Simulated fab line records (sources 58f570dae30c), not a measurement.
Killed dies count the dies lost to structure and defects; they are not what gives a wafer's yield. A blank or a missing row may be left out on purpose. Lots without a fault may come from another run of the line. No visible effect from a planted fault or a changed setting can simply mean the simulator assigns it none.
Which tool was responsible? :: flow berkeley cmos170 :: 14 lots, 42 wafers sampled, at 7 steps of a route of 331

== WHAT EACH GAUGE READ, for each wafer ==
UCB170_NVT_OVL_MEAS_06. Usual: NVT_OVL -5 nm, standard deviation 5.3.
lot: L258
measured: day 5 22:06
on: overlay-02
NVT_OVL (nm): -7 -1 -1
flag: 

lot: L261
measured: day 6 03:50
on: overlay-01
NVT_OVL (nm): -1 -2 -6
flag: 

lot: L259
measured: day 6 04:07
on: overlay-02
NVT_OVL (nm): -6 -6 -6
flag: 

lot: L260
measured: day 6 04:07
on: overlay-01
NVT_OVL (nm): 4 1 -7
flag: 

lot: L263
measured: day 7 01:59
on: overlay-01
NVT_OVL (nm): 0 -11 -6
flag: 

lot: L262
measured: day 7 06:13
on: overlay-01
NVT_OVL (nm): -10 -10 -12
flag: 

lot: L265
measured: day 7 06:20
on: overlay-01
NVT_OVL (nm): -1 4 -1
flag: 

lot: L268
measured: day 7 21:43
on: overlay-02
NVT_OVL (nm): -5 -4 -1
flag: 

lot: L271
measured: day 8 14:38
on: overlay-01
NVT_OVL (nm): 2 0 4
flag: 

lot: L273
measured: day 9 02:16
on: overlay-01
NVT_OVL (nm): -13 -7 -10
flag: 

lot: L274
measured: day 9 02:32
on: overlay-01
NVT_OVL (nm): -7 -7 -17
flag: 

lot: L275
measured: day 9 11:56
on: overlay-01
NVT_OVL (nm): -10 -9 -8
flag: 

lot: L277
measured: day 9 12:02
on: overlay-02
NVT_OVL (nm): 5 0 0
flag: 

lot: L278
measured: day 9 22:33
on: overlay-01
NVT_OVL (nm): -8 -11 -12
flag: 

UCB170_PLDD_OVL_MEAS_07. Usual: PLDD_OVL -1 nm, standard deviation 5.
lot: L258
measured: day 6 18:21
on: overlay-02
PLDD_OVL (nm): -3 4 -4
flag: 

lot: L261
measured: day 6 18:41
on: overlay-01
PLDD_OVL (nm): -4 -7 5
flag: 

lot: L259
measured: day 6 19:25
on: overlay-02
PLDD_OVL (nm): 4 3 -9
flag: 

lot: L260
measured: day 6 19:32
on: overlay-02
PLDD_OVL (nm): 3 6 1
flag: 

lot: L263
measured: day 7 18:29
on: overlay-01
PLDD_OVL (nm): 9 -2 3
flag: 

lot: L262
measured: day 7 21:34
on: overlay-01
PLDD_OVL (nm): -7 -5 -8
flag: 

lot: L265
measured: day 7 21:05
on: overlay-01
PLDD_OVL (nm): -1 5 4
flag: 

lot: L268
measured: day 8 16:01
on: overlay-02
PLDD_OVL (nm): 1 -6 -2
flag: 

lot: L271
measured: day 9 06:46
on: overlay-02
PLDD_OVL (nm): 11 6 9
flag: 

lot: L273
measured: day 9 20:49
on: overlay-01
PLDD_OVL (nm): -1 -1 1
flag: 

lot: L274
measured: day 9 20:51
on: overlay-02
PLDD_OVL (nm): 5 5 7
flag: 

lot: L275
measured: day 10 03:42
on: overlay-01
PLDD_OVL (nm): 1 -2 -1
flag: 

lot: L277
measured: day 10 03:53
on: overlay-01
PLDD_OVL (nm): 3 5 1
flag: 

lot: L278
measured: day 10 18:55
on: overlay-01
PLDD_OVL (nm): -3 -6 -6
flag: 

UCB170_PSD_TW_MEAS_10. Usual: PSD_TW 2335, standard deviation 11.
lot: L258
measured: day 7 03:58
on: film metro-01
PSD_TW: 2340 2335 2341
flag: 

lot: L261
measured: day 7 03:58
on: film metro-02
PSD_TW: 2325 2333 2331
flag: 

lot: L259
measured: day 7 04:14
on: film metro-01
PSD_TW: 2330 2327 2337
flag: 

lot: L260
measured: day 7 04:30
on: film metro-02
PSD_TW: 2333 2327 2336
flag: 

lot: L263
measured: day 8 03:52
on: film metro-01
PSD_TW: 2338 2340 2347
flag: 

lot: L262
measured: day 8 04:32
on: film metro-02
PSD_TW: 2328 2329 2315
flag: 

lot: L265
measured: day 8 04:13
on: film metro-01
PSD_TW: 2333 2331 2326
flag: 

lot: L268
measured: day 9 00:21
on: film metro-04
PSD_TW: 2337 2342 2330
flag: 

lot: L271
measured: day 9 15:53
on: film metro-01
PSD_TW: 2324 2343 2334
flag: 

lot: L273
measured: day 10 05:53
on: film metro-02
PSD_TW: 2136 2149 2135
flag: OFF

lot: L274
measured: day 10 05:25
on: film metro-04
PSD_TW: 2154 2146 2140
flag: OFF

lot: L275
measured: day 10 11:50
on: film metro-02
PSD_TW: 2329 2344 2322
flag: 

lot: L277
measured: day 10 12:07
on: film metro-01
PSD_TW: 2337 2342 2325
flag: 

lot: L278
measured: day 11 05:09
on: film metro-04
PSD_TW: 2344 2346 2350
flag: 

UCB170_SDANNEAL_RS_MEAS_02: a four-point-probe measurement. Usual: PSD_RS 75.47 ohm/sq, standard deviation 0.29.
lot: L258
measured: day 7 07:11
on: film metro-04
PSD_RS (ohm/sq): 75.37 75.25 75.23
flag: 

lot: L261
measured: day 7 07:20
on: film metro-01
PSD_RS (ohm/sq): 75.88 75.64 75.95
flag: 

lot: L259
measured: day 7 07:40
on: film metro-02
PSD_RS (ohm/sq): 75.39 75.25 75.49
flag: 

lot: L260
measured: day 7 07:50
on: film metro-04
PSD_RS (ohm/sq): 75.27 74.95 75.13
flag: 

lot: L263
measured: day 8 07:02
on: film metro-01
PSD_RS (ohm/sq): 75.43 75.12 75.55
flag: 

lot: L262
measured: day 8 08:15
on: film metro-02
PSD_RS (ohm/sq): 75.41 75.00 75.32
flag: 

lot: L265
measured: day 8 07:35
on: film metro-02
PSD_RS (ohm/sq): 75.38 75.03 75.44
flag: 

lot: L268
measured: day 9 03:48
on: film metro-04
PSD_RS (ohm/sq): 75.26 74.89 75.37
flag: 

lot: L271
measured: day 9 21:35
on: film metro-04
PSD_RS (ohm/sq): 76.09 75.86 75.47
flag: 

lot: L273
measured: day 10 10:24
on: film metro-01
PSD_RS (ohm/sq): 79.66 79.65 79.55
flag: OFF

lot: L274
measured: day 10 09:56
on: film metro-02
PSD_RS (ohm/sq): 80.37 79.83 80.13
flag: OFF

lot: L275
measured: day 10 16:05
on: film metro-01
PSD_RS (ohm/sq): 75.42 75.64 75.75
flag: 

lot: L277
measured: day 10 16:25
on: film metro-04
PSD_RS (ohm/sq): 75.22 75.43 75.36
flag: 

lot: L278
measured: day 11 10:06
on: film metro-01
PSD_RS (ohm/sq): 75.58 75.53 75.47
flag: 

== WHAT TOOL EACH LOT RAN ON (gives the tool, then ch and the chambers of the sampled wafers, and finally the start) ==
lot: L258
UCB170_PLDD_STRIP_10: plasma asher-01 ch 0,1, day 6 18:41
UCB170_PSD_IMPLANT_08: implanter-02 ch 0, day 7 03:43
UCB170_PSD_STRIP_09: plasma asher-02 ch 0, day 7 03:52

lot: L261
UCB170_PLDD_STRIP_10: plasma asher-03 ch 0,1, day 6 19:01
UCB170_PSD_IMPLANT_08: implanter-03 ch 0, day 7 03:43
UCB170_PSD_STRIP_09: plasma asher-01 ch 0,1, day 7 03:52

lot: L259
UCB170_PLDD_STRIP_10: plasma asher-01 ch 0,1, day 6 19:45
UCB170_PSD_IMPLANT_08: implanter-03 ch 0, day 7 04:01
UCB170_PSD_STRIP_09: plasma asher-01 ch 0,1, day 7 04:08

lot: L260
UCB170_PLDD_STRIP_10: plasma asher-01 ch 1, day 6 19:52
UCB170_PSD_IMPLANT_08: implanter-02 ch 0, day 7 04:12
UCB170_PSD_STRIP_09: plasma asher-01 ch 0,1, day 7 04:23

lot: L263
UCB170_PLDD_STRIP_10: plasma asher-01 ch 0,1, day 7 18:50
UCB170_PSD_IMPLANT_08: implanter-03 ch 0, day 8 03:40
UCB170_PSD_STRIP_09: plasma asher-01 ch 0,1, day 8 03:47

lot: L262
UCB170_PLDD_STRIP_10: plasma asher-03 ch 0,1, day 7 21:54
UCB170_PSD_IMPLANT_08: implanter-03 ch 0, day 8 04:18
UCB170_PSD_STRIP_09: plasma asher-04 ch 0,1, day 8 04:26

lot: L265
UCB170_PLDD_STRIP_10: plasma asher-01 ch 0,1, day 7 21:25
UCB170_PSD_IMPLANT_08: implanter-02 ch 0, day 8 03:59
UCB170_PSD_STRIP_09: plasma asher-02 ch 0,1, day 8 04:06

lot: L268
UCB170_PLDD_STRIP_10: plasma asher-01 ch 1, day 8 16:21
UCB170_PSD_IMPLANT_08: implanter-01 ch 0, day 9 00:06
UCB170_PSD_STRIP_09: plasma asher-04 ch 1, day 9 00:15

lot: L271
UCB170_PLDD_STRIP_10: plasma asher-04 ch 0,1, day 9 07:07
UCB170_PSD_IMPLANT_08: implanter-02 ch 0, day 9 15:40
UCB170_PSD_STRIP_09: plasma asher-01 ch 0,1, day 9 15:48

lot: L273
UCB170_PLDD_STRIP_10: plasma asher-03 ch 0,1, day 9 21:09
UCB170_PSD_IMPLANT_08: implanter-02 ch 0, day 10 05:38
UCB170_PSD_STRIP_09: plasma asher-04 ch 0,1, day 10 05:47

lot: L274
UCB170_PLDD_STRIP_10: plasma asher-04 ch 0,1, day 9 21:12
UCB170_PSD_IMPLANT_08: implanter-02 ch 0, day 10 05:12
UCB170_PSD_STRIP_09: plasma asher-02 ch 0,1, day 10 05:20

lot: L275
UCB170_PLDD_STRIP_10: plasma asher-04 ch 0,1, day 10 04:02
UCB170_PSD_IMPLANT_08: implanter-01 ch 0, day 10 11:35
UCB170_PSD_STRIP_09: plasma asher-01 ch 0,1, day 10 11:44

lot: L277
UCB170_PLDD_STRIP_10: plasma asher-03 ch 0,1, day 10 04:14
UCB170_PSD_IMPLANT_08: implanter-03 ch 0, day 10 11:54
UCB170_PSD_STRIP_09: plasma asher-02 ch 0,1, day 10 12:01

lot: L278
UCB170_PLDD_STRIP_10: plasma asher-01 ch 0,1, day 10 19:14
UCB170_PSD_IMPLANT_08: implanter-01 ch 0, day 11 04:55
UCB170_PSD_STRIP_09: plasma asher-04 ch 0,1, day 11 05:02
- UCB170_PLDD_STRIP_10: strips in O2.
- UCB170_PSD_IMPLANT_08
- UCB170_PSD_STRIP_09: strips in O2.

== WHAT THE TOOLS THEMSELVES READ (means of the sampled wafers that have a number; where no wafer has one, the mark that the record gives instead) ==
UCB170_PLDD_STRIP_10. Usual: drypump motor current A 5.7 A, standard deviation 0.4; oes product au 0.748 a.u., standard deviation 0.0044; strip time to endpoint s 21.63 s, standard deviation 0.067.
lot: L258
tool: plasma asher-01
drypump motor current A (A): 5.4
oes product au (a.u.): 0.745
strip time to endpoint s (s): 21.68
flag: 

lot: L261
tool: plasma asher-03
drypump motor current A (A): 5.6
oes product au (a.u.): 0.747
strip time to endpoint s (s): 21.59
flag: 

lot: L259
tool: plasma asher-01
drypump motor current A (A): 5.5
oes product au (a.u.): 0.748
strip time to endpoint s (s): 21.59
flag: 

lot: L260
tool: plasma asher-01
drypump motor current A (A): 5.6
oes product au (a.u.): 0.749
strip time to endpoint s (s): 21.66
flag: 

lot: L263
tool: plasma asher-01
drypump motor current A (A): 5.3
oes product au (a.u.): 0.748
strip time to endpoint s (s): 21.51
flag: 

lot: L262
tool: plasma asher-03
drypump motor current A (A): 5.6
oes product au (a.u.): 0.743
strip time to endpoint s (s): 21.71
flag: 

lot: L265
tool: plasma asher-01
drypump motor current A (A): 5.5
oes product au (a.u.): 0.743
strip time to endpoint s (s): 21.60
flag: 

lot: L268
tool: plasma asher-01
drypump motor current A (A): 5.6
oes product au (a.u.): 0.747
strip time to endpoint s (s): 21.53
flag: 

lot: L271
tool: plasma asher-04
drypump motor current A (A): 6.3
oes product au (a.u.): 0.754
strip time to endpoint s (s): 21.65
flag: 

lot: L273
tool: plasma asher-03
drypump motor current A (A): 5.5
oes product au (a.u.): 0.750
strip time to endpoint s (s): 21.54
flag: 

lot: L274
tool: plasma asher-04
drypump motor current A (A): 6.3
oes product au (a.u.): 0.744
strip time to endpoint s (s): 21.60
flag: 

lot: L275
tool: plasma asher-04
drypump motor current A (A): 6.2
oes product au (a.u.): 0.746
strip time to endpoint s (s): 21.66
flag: 

lot: L277
tool: plasma asher-03
drypump motor current A (A): 5.5
oes product au (a.u.): 0.752
strip time to endpoint s (s): 21.60
flag: 

lot: L278
tool: plasma asher-01
drypump motor current A (A): 5.5
oes product au (a.u.): 0.750
strip time to endpoint s (s): 21.56
flag: 

UCB170_PSD_IMPLANT_08. Usual: beam energy keV at 20.000, with a standard deviation of 0.0062.
lot: L258
tool: implanter-02
beam energy keV: 19.997
flag: 

lot: L261
tool: implanter-03
beam energy keV: 20.001
flag: 

lot: L259
tool: implanter-03
beam energy keV: 20.003
flag: 

lot: L260
tool: implanter-02
beam energy keV: 20.001
flag: 

lot: L263
tool: implanter-03
beam energy keV: 20.002
flag: 

lot: L262
tool: implanter-03
beam energy keV: 19.998
flag: 

lot: L265
tool: implanter-02
beam energy keV: 19.998
flag: 

lot: L268
tool: implanter-01
beam energy keV: 19.999
flag: 

lot: L271
tool: implanter-02
beam energy keV: 20.001
flag: 

lot: L273
tool: implanter-02
beam energy keV: 13.996
flag: OFF

lot: L274
tool: implanter-02
beam energy keV: 13.998
flag: OFF

lot: L275
tool: implanter-01
beam energy keV: 19.995
flag: 

lot: L277
tool: implanter-03
beam energy keV: 20.001
flag: 

lot: L278
tool: implanter-01
beam energy keV: 20.007
flag: 

UCB170_PSD_STRIP_09. Usual: drypump motor current A 5.6 A, standard deviation 0.49; oes product au 0.601 a.u., standard deviation 0.0043; strip time to endpoint s 29.42 s, standard deviation 0.074.
lot: L258
tool: plasma asher-02
drypump motor current A (A): 5.7
oes product au (a.u.): 0.603
strip time to endpoint s (s): 29.47
flag: 

lot: L261
tool: plasma asher-01
drypump motor current A (A): 5.3
oes product au (a.u.): 0.598
strip time to endpoint s (s): 29.35
flag: 

lot: L259
tool: plasma asher-01
drypump motor current A (A): 5.4
oes product au (a.u.): 0.600
strip time to endpoint s (s): 29.36
flag: 

lot: L260
tool: plasma asher-01
drypump motor current A (A): 5.5
oes product au (a.u.): 0.600
strip time to endpoint s (s): 29.52
flag: 

lot: L263
tool: plasma asher-01
drypump motor current A (A): 5.3
oes product au (a.u.): 0.601
strip time to endpoint s (s): 29.47
flag: 

lot: L262
tool: plasma asher-04
drypump motor current A (A): 6.3
oes product au (a.u.): 0.595
strip time to endpoint s (s): 29.48
flag: 

lot: L265
tool: plasma asher-02
drypump motor current A (A): 5.3
oes product au (a.u.): 0.597
strip time to endpoint s (s): 29.38
flag: 

lot: L268
tool: plasma asher-04
drypump motor current A (A): 6.1
oes product au (a.u.): 0.604
strip time to endpoint s (s): 29.35
flag: 

lot: L271
tool: plasma asher-01
drypump motor current A (A): 5.4
oes product au (a.u.): 0.602
strip time to endpoint s (s): 29.31
flag: 

lot: L273
tool: plasma asher-04
drypump motor current A (A): 6.2
oes product au (a.u.): 0.635
strip time to endpoint s (s): 26.79
flag: OFF

lot: L274
tool: plasma asher-02
drypump motor current A (A): 5.2
oes product au (a.u.): 0.632
strip time to endpoint s (s): 26.93
flag: OFF

lot: L275
tool: plasma asher-01
drypump motor current A (A): 5.3
oes product au (a.u.): 0.598
strip time to endpoint s (s): 29.36
flag: 

lot: L277
tool: plasma asher-02
drypump motor current A (A): 5.2
oes product au (a.u.): 0.599
strip time to endpoint s (s): 29.43
flag: 

lot: L278
tool: plasma asher-04
drypump motor current A (A): 6.3
oes product au (a.u.): 0.603
strip time to endpoint s (s): 29.39
flag: 

== THE ANSWER, worked out from the rows above alone ==
Rule: a lot counts as off when the mean over its wafers that have a number is more than 3 standard deviations away from the usual mean. Also off: a lot with no number at a reading for which 4 or more lots have one. All remaining lots with rows at the step are treated as sound. Order of review: gauges by route order, followed by the tools' own readings, for which a lot's mean as printed above is used. The first step at which some lot is off is used, and at that step the reading that is off furthest; a lot without a number counts as furthest.
Off: at UCB170_PSD_TW_MEAS_10 (PSD_TW), L273, L274.
If a tool, at a process step before that reading, ran all the lots that are off and no sound lot after the first of them, it fits. The gauges at UCB170_PSD_TW_MEAS_10 aren't tried: what is off there is off at UCB170_PSD_IMPLANT_08 too, on other tools, and a gauge's error can't cause that. One candidate fits, namely implanter-02 at UCB170_PSD_IMPLANT_08. Its last sound lot is L271 (day 9 15:40), its first lot that is off L274 (day 10 05:12): a fault that began between those two fits.
On the lots that are off, the tool's own readings at UCB170_PSD_IMPLANT_08 differ by more than 5 times the standard deviation of the sound lots' means, which bears it out; beam energy keV reads 13.997 there versus 20.000 on the sound lots.

== WHAT THE SIMULATOR PUT IN ==
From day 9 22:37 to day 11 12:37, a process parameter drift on implanter-02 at UCB170_PSD_IMPLANT_08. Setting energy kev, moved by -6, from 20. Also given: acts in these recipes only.
Lots struck among those shown: L273, L274. Same finding as the rule above.
